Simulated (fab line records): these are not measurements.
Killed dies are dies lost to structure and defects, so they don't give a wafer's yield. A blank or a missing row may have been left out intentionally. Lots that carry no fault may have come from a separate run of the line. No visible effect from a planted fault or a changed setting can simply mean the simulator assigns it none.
fab line records	flow rit_cmos
[record] lots = 6	wafers = 18	last_day = 7
route steps=202 shown NWELL@35 PWELL@39 WELLDRIVE@50 NRETRO@53 M1@202
lots that met no fault: taken from a fault-free run of the same line
start_h: the number of hours between the record's first day and the start of the first shown wafer of the lot	wait_h: time in hours since the lot's previous step	" the same as in the row above	L1.1+2: several wafers, shown together as one row	- no value, or no start was given	* or withheld: withheld	< > ~ a bound
route shown NAME@n: names a module that has steps shown in the file, with the first one's number in the route	usual: mean/standard deviation taken from wafers without a fault	same: alike in all rows	chamber/n: place in a boat	sites: per-site readings	_std_site: standard deviation of those values	_edge_site: inner sites' mean taken away from outer sites' mean	radius_mm: for every site, how far away it sits from the centre of the wafer	mask NAME#n: copy n	behind: the most recent tool/chamber to have shaped the wafer	hold: why the lot was held/for how many hours/how that ended	device: the transistor (n, p or np) that didn't switch	end of line: at the end of the route, the tests of the same wafers	a step with no rows: only its recipe	killed: dies lost to structure and defects at the first sort, not the wafer's yield	map: shows each die of a wafer: x if killed, . if not, _ if none is there
set.NAME: the run value of the setting; set.NAME@STEP: its run value at that earlier step	model.NAME: the simulator's own value behind a step, which no gauge read
lots seen at some steps along the route; tables by step, rows by wafer
services: the hour from which a tool's chamber was out of use, counted from the record's first day as start_h (under 0 if before that day), plus the number of hours and why
[[steps]]
[step RIT_NWELL_HARDBAKE_07]
[recipe] resist = NOVOLAK	temp_c = 140	time_s = 120
[step RIT_NWELL_IMPLANT_08]
[recipe] species = P	energy_kev = 170	dose_cm2 = 4.89e+13	tilt_deg = 7
[step RIT_NWELL_STRIP_09]
[recipe] chemistry = O2	time_s = 180	resist = NOVOLAK	platen_temp_c = withheld	power_w = 500	pressure_mtorr = 4000	o2_flow_sccm = 4000
[usual] drypump_motor_current_A = 5.7/0.41	o2_flow_sccm = 4002/13
lot.wafer	tool	chamber	start_h	wait_h	drypump_motor_current_A	o2_flow_sccm	rf_hours_counter_h
L571.1	plasma_asher-02	0	55.40	0.1	5.7	3992	39
L571.3	"	0	"	"	5.7	3994	-
L571.6	"	1	"	"	6.0	4004	-
L573.2	plasma_asher-01	1	63.53	0.1	5.9	4007	28
L573.4	"	0	"	"	4.8	3998	-
L573.6	"	0	"	"	4.8	3995	-
L579.1	plasma_asher-01	0	95.50	0.1	4.8	3990	32
L579.5	"	0	"	"	4.8	3992	-
L579.6	"	1	"	"	5.8	4024	-
L580.2	plasma_asher-02	0	100.03	0.1	5.7	3995	44
L580.3	"	0	"	"	5.7	3993	-
L580.4	"	1	"	"	6.0	3971	-
L583.4	plasma_asher-04	0	113.48	0.1	5.9	4006	-
L583.5	"	0	"	"	5.8	4004	-
L583.6	"	1	"	"	5.8	4006	-
L584.3	plasma_asher-04	0	118.43	0.1	5.9	3986	-
L584.4	"	1	"	"	5.8	3996	-
L584.6	"	1	"	"	5.8	4012	-
[step RIT_NWELL_TW_MEAS_10]
[usual] NWELL_TW = 2131/20
lot.wafer	tool	chamber	start_h	wait_h	NWELL_TW
L571.1	film_metro-01	-	55.57	0.1	2153
L571.3	"	-	"	"	2147
L571.6	"	-	"	"	2149
L573.2	film_metro-03	-	63.71	0.1	2113
L573.4	"	-	"	"	2117
L573.6	"	-	"	"	2112
L579.1	film_metro-02	-	95.67	0.1	2122
L579.5	"	-	"	"	2110
L579.6	"	-	"	"	2112
L580.2	film_metro-01	-	100.22	0.1	2165
L580.3	"	-	"	"	2164
L580.4	"	-	"	"	2160
L583.4	film_metro-03	-	113.63	0.1	2114
L583.5	"	-	"	"	2127
L583.6	"	-	"	"	2120
L584.3	film_metro-02	-	118.57	0.1	2117
L584.4	"	-	"	"	2126
L584.6	"	-	"	"	2133
[step RIT_PWELL_HMDS_00]
[recipe] prime_time_s = 60	prime_temp_c = 140
[step RIT_PWELL_COAT_01]
[recipe] resist = NOVOLAK	spin_rpm = 2000	resist_thk_nm = 1300
[step RIT_PWELL_SOFTBAKE_02]
[recipe] resist = NOVOLAK	temp_c = 90	time_s = 60
[step RIT_PWELL_EXPOSE_03]
[recipe] mask_id = M3	na = 0.57	target_cd_nm = 43700	dose_mj = 250
[step RIT_PWELL_PEB_04]
[recipe] resist = NOVOLAK	temp_c = withheld	time_s = withheld
[step RIT_PWELL_DEVELOP_05]
[recipe] resist = NOVOLAK	develop_time_s = 68	dev_temp_c = 23
[step RIT_PWELL_OVL_MEAS_06]
[usual] PWELL_OVL = 0.2/1.4
lot.wafer	tool	chamber	start_h	wait_h	PWELL_OVL[nm]
L571.1	overlay-02	-	56.64	-	1.7
L571.3	"	-	"	"	2.1
L571.6	"	-	"	"	0.6
L573.2	overlay-01	-	64.65	-	-1.2
L573.4	"	-	"	"	-0.7
L573.6	"	-	"	"	-0.2
L579.1	overlay-02	-	96.84	-	0.5
L579.5	"	-	"	"	-0.8
L579.6	"	-	"	"	-1.7
L580.2	overlay-01	-	101.15	-	-1.6
L580.3	"	-	"	"	-0.5
L580.4	"	-	"	"	-2.3
L583.4	overlay-02	-	114.68	-	2.7
L583.5	"	-	"	"	-0.2
L583.6	"	-	"	"	0.4
L584.3	overlay-02	-	119.50	-	-0.6
L584.4	"	-	"	"	0.1
L584.6	"	-	"	"	-1.4
[step RIT_PWELL_HARDBAKE_07]
[recipe] resist = NOVOLAK	temp_c = 140	time_s = 120
[step RIT_PWELL_IMPLANT_08]
[recipe] species = B	energy_kev = 170	dose_cm2 = 7e+13	tilt_deg = 7
[usual] beam_energy_keV = 170.01/0.052	dose_ions_cm2 = 7e+13/7.4e+10	faraday_current_uA = 222/4.2
lot.wafer	tool	chamber	start_h	wait_h	beam_energy_keV	dose_ions_cm2	faraday_current_uA
L571.1	implanter-04	0	56.92	0.2	170.00	6.995e+13	215
L571.3	"	0	"	"	170.06	7.011e+13	228
L571.6	"	0	"	"	170.02	7.011e+13	221
L573.2	implanter-02	0	64.96	0.2	169.98	6.996e+13	215
L573.4	"	0	"	"	169.96	6.999e+13	223
L573.6	"	0	"	"	169.98	6.996e+13	228
L579.1	implanter-04	0	97.13	0.2	169.92	9.1e+13	291
L579.5	"	0	"	"	169.92	9.095e+13	298
L579.6	"	0	"	"	169.93	9.095e+13	290
L580.2	implanter-03	0	101.46	0.2	169.96	6.998e+13	223
L580.3	"	0	"	"	170.00	7.004e+13	225
L580.4	"	0	"	"	169.94	7.008e+13	222
L583.4	implanter-04	0	115.02	0.2	169.96	9.108e+13	298
L583.5	"	0	"	"	169.95	9.107e+13	291
L583.6	"	0	"	"	169.99	9.091e+13	282
L584.3	implanter-03	0	119.83	0.2	170.02	7.001e+13	223
L584.4	"	0	"	"	170.01	7.016e+13	218
L584.6	"	0	"	"	170.03	6.994e+13	220
[step RIT_PWELL_STRIP_09]
[recipe] chemistry = O2	time_s = 180	resist = NOVOLAK	platen_temp_c = withheld	power_w = 500	pressure_mtorr = 4000	o2_flow_sccm = 4000
[usual] drypump_motor_current_A = 5.4/0.42	o2_flow_sccm = 3999/11
lot.wafer	tool	chamber	start_h	wait_h	drypump_motor_current_A	o2_flow_sccm	rf_hours_counter_h
L571.1	plasma_asher-01	1	57.07	0.1	5.9	4000	27
L571.3	"	0	"	"	4.7	3986	-
L571.6	"	0	"	"	4.8	3985	-
L573.2	plasma_asher-03	0	65.08	0.1	5.3	4006	41
L573.4	"	1	"	"	5.2	4011	-
L573.6	"	1	"	"	5.2	3984	-
L579.1	plasma_asher-01	0	97.28	0.1	4.8	3993	32
L579.5	"	0	"	"	4.8	3985	-
L579.6	"	1	"	"	5.9	3996	-
L580.2	plasma_asher-04	0	101.58	0.1	5.9	3985	44
L580.3	"	1	"	"	5.8	4004	-
L580.4	"	0	"	"	5.9	4007	-
L583.4	plasma_asher-04	0	115.15	0.1	5.8	4005	-
L583.5	"	1	"	"	5.8	3991	-
L583.6	"	0	"	"	5.9	4004	-
L584.3	plasma_asher-01	1	119.98	0.1	5.9	4010	-
L584.4	"	0	"	"	4.8	3996	-
L584.6	"	1	"	"	5.8	4017	-
[step RIT_PWELL_TW_MEAS_10]
[usual] PWELL_TW = 956/9.7
lot.wafer	tool	chamber	start_h	wait_h	PWELL_TW
L571.1	film_metro-02	-	57.25	0.1	954
L571.3	"	-	"	"	949
L571.6	"	-	"	"	953
L573.2	film_metro-01	-	65.27	0.1	961
L573.4	"	-	"	"	961
L573.6	"	-	"	"	964
L579.1	film_metro-03	-	97.46	0.1	1030
L579.5	"	-	"	"	1033
L579.6	"	-	"	"	1034
L580.2	film_metro-01	-	101.77	0.1	964
L580.3	"	-	"	"	966
L580.4	"	-	"	"	966
L583.4	film_metro-03	-	115.30	0.1	1032
L583.5	"	-	"	"	1028
L583.6	"	-	"	"	1027
L584.3	film_metro-03	-	120.12	0.1	946
L584.4	"	-	"	"	945
L584.6	"	-	"	"	944
[step RIT_WELLDRIVE_ANNEAL_00]
[recipe] temp_c = 1100	time_s = 14700	ambient = N2
[step RIT_WELLDRIVE_RS_MEAS_01]
[recipe] thk_meas_gauge = four-point-probe
[usual] NWELL_RS = 279.5/0.76
lot.wafer	tool	chamber	start_h	wait_h	NWELL_RS[ohm/sq]
L571.1	film_metro-01	-	63.49	0.0	279.9
L571.3	"	-	"	"	279.7
L571.6	"	-	"	"	279.0
L573.2	film_metro-01	-	72.45	0.0	279.6
L573.4	"	-	"	"	280.2
L573.6	"	-	"	"	279.7
L579.1	film_metro-03	-	102.60	0.0	279.0
L579.5	"	-	"	"	280.3
L579.6	"	-	"	"	279.8
L580.2	film_metro-01	-	107.70	0.0	278.9
L580.3	"	-	"	"	280.0
L580.4	"	-	"	"	279.7
L583.4	film_metro-03	-	121.14	0.1	279.7
L583.5	"	-	"	"	279.1
L583.6	"	-	"	"	279.0
L584.3	film_metro-01	-	126.20	0.0	279.2
L584.4	"	-	"	"	278.8
L584.6	"	-	"	"	279.7
[step RIT_WELLDRIVE_RS_MEAS_02]
[recipe] thk_meas_gauge = four-point-probe
[usual] PWELL_RS = 429.9/1.1
lot.wafer	tool	chamber	start_h	wait_h	PWELL_RS[ohm/sq]
L571.1	film_metro-01	-	63.61	0.1	431.3
L571.3	"	-	"	"	431.3
L571.6	"	-	"	"	431.1
L573.2	film_metro-01	-	72.57	0.1	430.0
L573.4	"	-	"	"	429.7
L573.6	"	-	"	"	430.2
L579.1	film_metro-03	-	102.72	0.1	366.0
L579.5	"	-	"	"	365.2
L579.6	"	-	"	"	366.2
L580.2	film_metro-01	-	107.82	0.1	430.6
L580.3	"	-	"	"	431.1
L580.4	"	-	"	"	429.5
L583.4	film_metro-03	-	121.26	0.1	365.2
L583.5	"	-	"	"	366.0
L583.6	"	-	"	"	365.5
L584.3	film_metro-01	-	126.32	0.1	429.2
L584.4	"	-	"	"	429.6
L584.6	"	-	"	"	429.7
[step RIT_NRETRO_HMDS_00]
[recipe] prime_time_s = 60	prime_temp_c = 140
[step RIT_M1_PROBE_99]
[usual] killed_at_contacts = 0.1/0.3	killed_at_front_end = 6.7/2.6	killed_dies = 6.8/2.6	killed_open = 3.3/1.7	killed_short = 3.4/2
[same] gross_dies = 264	killed_at_M0_to_M3 = 0	killed_at_M4_up = 0	killed_at_back_side = 0	killed_at_other = 0
lot.wafer	tool	chamber	start_h	wait_h	killed_at_contacts	killed_at_front_end	killed_dies	killed_open	killed_short	model.etest.nmos_0p3.r_on_ohm_um	model.etest.nmos_0p15.r_on_ohm_um	model.etest.pwell_pinched.rs_ohm_sq	model.etest.pwell.rs_ohm_sq	model.etest.nmos_turned.drive_ua_um	model.etest.nmos_0p15.drive_ua_um	model.etest.nmos_narrow.drive_ua_um	model.etest.nmos_0p3.drive_ua_um
L571.1	prober-01	-	92.69	0.1	0	8	8	5	2	2124	1106	455.7	411.5	326.9	491.1	238.3	234.2
L571.3	prober-01	-	92.79	0.2	0	3	3	0	3	2096	1091	452.2	408.4	335.2	496.8	244.1	234.9
L571.6	prober-01	-	92.94	0.2	0	5	5	3	2	2106	1086	458.3	411.4	340.1	494.7	239.9	230.9
L573.2	prober-02	-	106.59	0.1	0	5	5	1	2	2185	1183	458.5	410.4	325.4	465.6	229.8	227.7
L573.4	prober-02	-	106.69	0.2	0	8	8	3	4	2156	1170	466.6	412.9	329.4	474.3	236.7	232.9
L573.6	prober-02	-	106.79	0.2	0	11	11	5	6	2130	1108	457.6	413.8	334.4	483.8	238.1	233.3
L579.1	prober-01	-	133.80	0.1	0	7	7	1	6	2331	1214	391.5	353.2	270.6	411.4	201.5	197.6
L579.5	prober-01	-	134.00	0.2	0	8	8	4	4	2381	1221	385.6	349.3	266.1	402.4	195.3	188.2
L579.6	prober-01	-	134.05	0.2	0	11	11	6	5	2343	1218	384.6	348.9	263.9	404.5	202.3	196.9
L580.2	prober-01	-	137.52	0.1	0	6	6	3	3	2087	1060	455.9	414.6	350.6	497.9	232.6	232
L580.3	prober-01	-	137.57	0.2	0	3	3	1	1	2085	1081	459.2	414.7	342.3	496.6	237.5	233.3
L580.4	prober-01	-	137.62	0.2	0	13	13	7	6	2111	1092	451.3	408.3	335.8	488	236.2	233.1
L583.4	prober-01	-	151.87	0.2	1	6	7	2	5	2360	1194	387.2	352.5	276.8	421.5	195.5	192.3
L583.5	prober-01	-	151.92	0.2	0	6	6	4	2	2344	1194	388.2	351.9	275.4	419.5	198.8	191.4
L583.6	prober-01	-	151.97	0.2	0	6	6	4	2	2341	1182	385.2	353.7	276.9	425.4	197.6	194.5
L584.3	prober-02	-	157.57	0.2	0	8	8	4	4	2086	1075	454.8	414.7	356.9	500.1	242.3	234.1
L584.4	prober-02	-	157.62	0.2	0	5	5	4	1	2110	1085	455	413.4	349.7	485.2	240.5	231.8
L584.6	prober-02	-	157.72	0.2	0	4	4	3	1	2083	1058	457.7	413.4	358.9	498.8	243.2	236
// killed by level:class
L571.1 SILICIDE:geometric_particle:open=2 ACTIVE:geometric_particle:open=1 FOX1:geometric_particle:open=1 FOX1:geometric_particle:short=1 GATE:geometric_particle:short=1 SPACER:geometric_particle:open=1 NWELL:coat_microbubble_printed=1
L571.3 FOX2:geometric_particle:short=1 REOX:geometric_particle:short=1 SPACER:geometric_particle:short=1
L571.6 FOX1:geometric_particle:short=2 GATE:geometric_particle:open=2 FOX2:geometric_particle:open=1
L573.2 PWELL:coat_microbubble_printed=2 GATE:geometric_particle:open=1 GATE:geometric_particle:short=1 REOX:geometric_particle:short=1
L573.4 GATE:geometric_particle:short=2 REOX:geometric_particle:open=2 FOX2:geometric_particle:short=1 GATE:geometric_particle:open=1 REOX:geometric_particle:short=1 PWELL:coat_microbubble_printed=1
L573.6 FOX1:geometric_particle:short=2 REOX:geometric_particle:open=2 REOX:geometric_particle:short=2 FOX2:geometric_particle:open=1 GATE:geometric_particle:short=1 GATE:geometric_particle:open=1 SPACER:geometric_particle:open=1 SPACER:geometric_particle:short=1
L579.1 GATE:geometric_particle:short=3 SPACER:geometric_particle:short=3 SPACER:geometric_particle:open=1
L579.5 REOX:geometric_particle:short=2 FOX1:geometric_particle:open=1 GATE:geometric_particle:open=1 SPACER:geometric_particle:open=1 SPACER:geometric_particle:short=1 SILICIDE:geometric_particle:open=1 SILICIDE:geometric_particle:short=1
L579.6 GATE:geometric_particle:open=3 FOX1:geometric_particle:open=2 GATE:geometric_particle:short=2 SPACER:geometric_particle:short=2 REOX:geometric_particle:open=1 SILICIDE:geometric_particle:short=1
L580.2 GATE:geometric_particle:short=2 FOX1:geometric_particle:open=1 REOX:geometric_particle:open=1 SPACER:geometric_particle:open=1 SILICIDE:geometric_particle:short=1
L580.3 REOX:geometric_particle:open=1 SILICIDE:geometric_particle:short=1 PSD:coat_microbubble_printed=1
L580.4 GATE:geometric_particle:short=3 GATE:geometric_particle:open=3 REOX:geometric_particle:short=2 REOX:geometric_particle:open=2 FOX1:geometric_particle:short=1 FOX1:geometric_particle:open=1 SILICIDE:geometric_particle:open=1
L583.4 GATE:geometric_particle:short=3 FOX1:geometric_particle:open=1 FOX2:geometric_particle:short=1 GATE:geometric_particle:open=1 CONTACT:geometric_particle:short=1
L583.5 FOX1:geometric_particle:open=2 FOX1:geometric_particle:short=1 GATE:geometric_particle:open=1 GATE:geometric_particle:short=1 SPACER:geometric_particle:open=1
L583.6 SPACER:geometric_particle:open=2 FOX2:geometric_particle:short=1 GATE:geometric_particle:open=1 REOX:geometric_particle:open=1 SILICIDE:geometric_particle:short=1
L584.3 SPACER:geometric_particle:open=2 FOX1:geometric_particle:open=1 FOX2:geometric_particle:short=1 FOX2:geometric_particle:open=1 GATE:geometric_particle:short=1 SPACER:geometric_particle:short=1 SILICIDE:geometric_particle:short=1
L584.4 FOX2:geometric_particle:open=2 SPACER:geometric_particle:open=2 SPACER:geometric_particle:short=1
L584.6 FOX2:geometric_particle:open=1 GATE:geometric_particle:open=1 REOX:geometric_particle:short=1 SPACER:geometric_particle:open=1
[[services]]
tool	chamber	start_h	hours	kind
implanter-03	-	46.71	5.2	repair
plasma_asher-04	-	62.96	15.9	pm
implanter-02	-	66.62	12.5	repair
plasma_asher-02	-	67.06	1.2	repair
implanter-04	-	90.52	2.5	repair
implanter-04	-	102.93	3.4	repair
plasma_asher-03	-	107.08	5.2	repair
plasma_asher-03	-	112.27	9.0	pm
plasma_asher-03	0	112.27	9.0	vent_cycle
plasma_asher-03	1	112.27	9.0	vent_cycle
[[key]]
[first_sign] step = RIT_PWELL_IMPLANT_08	reading = dose_ions_cm2	direction = up	sigmas = 99+	usual = 7e+13	struck = 9.099e+13
[effect] step = RIT_PWELL_IMPLANT_08	reading = faraday_current_uA	direction = up	sigmas = 16	usual = 222	struck = 291
[effect] step = RIT_PWELL_TW_MEAS_10	reading = PWELL_TW	direction = up	sigmas = 7.7	usual = 956	struck = 1031
[effect] step = RIT_WELLDRIVE_RS_MEAS_02	reading = PWELL_RS	direction = down	sigmas = 57	usual = 429.9	struck = 365.7
[model_effect] step = RIT_M1_PROBE_99	value = etest.nmos_0p3.r_on_ohm_um	without = 2138	struck = 2350
met_at RIT_PWELL_IMPLANT_08
struck_wafers L579.1,L579.5,L579.6,L583.4,L583.5,L583.6
tester_left_out L579,L583
onset_between 56.92 97.13
[fault] kind = process_parameter_drift	tool = implanter-04	chamber = -	onset_h = 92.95	steps = RIT_PWELL_IMPLANT_08	channel = dose_cm2	offset = 2.1e+13	shape = step	end_h = 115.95	acts_in = these_recipes_only	stated = 7e+13
// tester_left_out: of these lots the tester's yield and bins aren't shown, on N5 and GAA mostly nor the transistor test; their killed dies are dies lost to structure and defects alone, not to doping, threshold or leakage, so they don't give the yield
